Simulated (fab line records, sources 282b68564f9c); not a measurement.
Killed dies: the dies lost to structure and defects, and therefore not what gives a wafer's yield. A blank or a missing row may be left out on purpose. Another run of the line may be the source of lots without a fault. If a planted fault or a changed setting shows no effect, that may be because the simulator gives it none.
Which tool was responsible? | flow rit_cmos | 21 wafers from 7 lots sampled at 4 of the route's 202 steps

## WHAT THE GAUGES READ, wafer by wafer
RIT_M1_OVL_MEAS_10.
lot  | measured    | on         | M1_OVL (nm)
L583 | day 3 19:22 | overlay-01 | 2.5 0.0 2.5
L586 | day 4 09:47 | overlay-01 | 1.1 -1.9 0.3
L588 | day 4 21:25 | overlay-01 | -1.3 -0.4 -1.6
L590 | day 5 05:40 | overlay-01 | 2.7 1.2 3.5
L592 | day 5 14:45 | overlay-01 | 0.2 -2.1 -0.1
L595 | day 6 05:16 | overlay-02 | 1.1 -0.1 1.4
L604 | day 8 06:28 | overlay-02 | 0.6 1.3 0.4

## TOOL THAT RAN EACH LOT (tool first, then ch and the chambers of the sampled wafers, then the start)
lot  | RIT_ACTIVE_CLEAN_15            | RIT_GATE_STRIP_20                   | RIT_CONTACT_ETCH_11
L583 | wet_bench-02 ch 0, day 2 01:58 | plasma_asher-01 ch 0, day 3 01:37   | rie_diel-04 ch 0,3, day 3 16:52
L586 | wet_bench-02 ch 1, day 2 17:25 | plasma_asher-04 ch 0,1, day 3 16:35 | rie_diel-02 ch 0,3, day 4 07:20
L588 | wet_bench-03 ch 3, day 3 03:27 | plasma_asher-04 ch 0,1, day 4 04:10 | rie_diel-03 ch 0,2, day 4 19:05
L590 | wet_bench-03 ch 1, day 3 12:25 | plasma_asher-04 ch 0,1, day 4 10:23 | rie_diel-03 ch 0,1,3, day 5 03:26
L592 | wet_bench-03 ch 1, day 3 22:16 | plasma_asher-03 ch 0,1, day 4 20:59 | rie_diel-02 ch 0,1,2, day 5 12:26
L595 | wet_bench-02 ch 1, day 4 14:20 | plasma_asher-03 ch 0,1, day 5 12:01 | rie_diel-02 ch 0,1,2, day 6 02:56
L604 | wet_bench-02 ch 2, day 6 10:58 | plasma_asher-01 ch 0,1, day 7 12:35 | rie_diel-02 ch 1,3, day 8 04:08
- RIT_ACTIVE_CLEAN_15: cleans in SC1, time 600 s.
- RIT_GATE_STRIP_20: strips in O2, time 180 s.
- RIT_CONTACT_ETCH_11: etches SiO2 in CHF3/CF4/Ar, stops on TiSi2, target depth 480 nm, time 320 s.

## THE ANSWER, worked out from the rows above alone
Rule: the lots themselves supply what counts as usual. The widest of any qualifying gaps counts: lots, ordered by their means at a reading, are off when they make up no more than a third of the lots, leave a main group of 4 or more, and stand apart from it by 3 or more times the standard deviation of that group's means. Not used: any main group whose means are identical at the precision the tables above print for the reading. Also off: a lot with no number at a reading for which 4 or more lots have one. Any other lot the step has rows for is counted as sound.
Across all readings shown, no lot is off: no conclusion can be drawn from this.

## WHAT THE SIMULATOR HAD PUT IN
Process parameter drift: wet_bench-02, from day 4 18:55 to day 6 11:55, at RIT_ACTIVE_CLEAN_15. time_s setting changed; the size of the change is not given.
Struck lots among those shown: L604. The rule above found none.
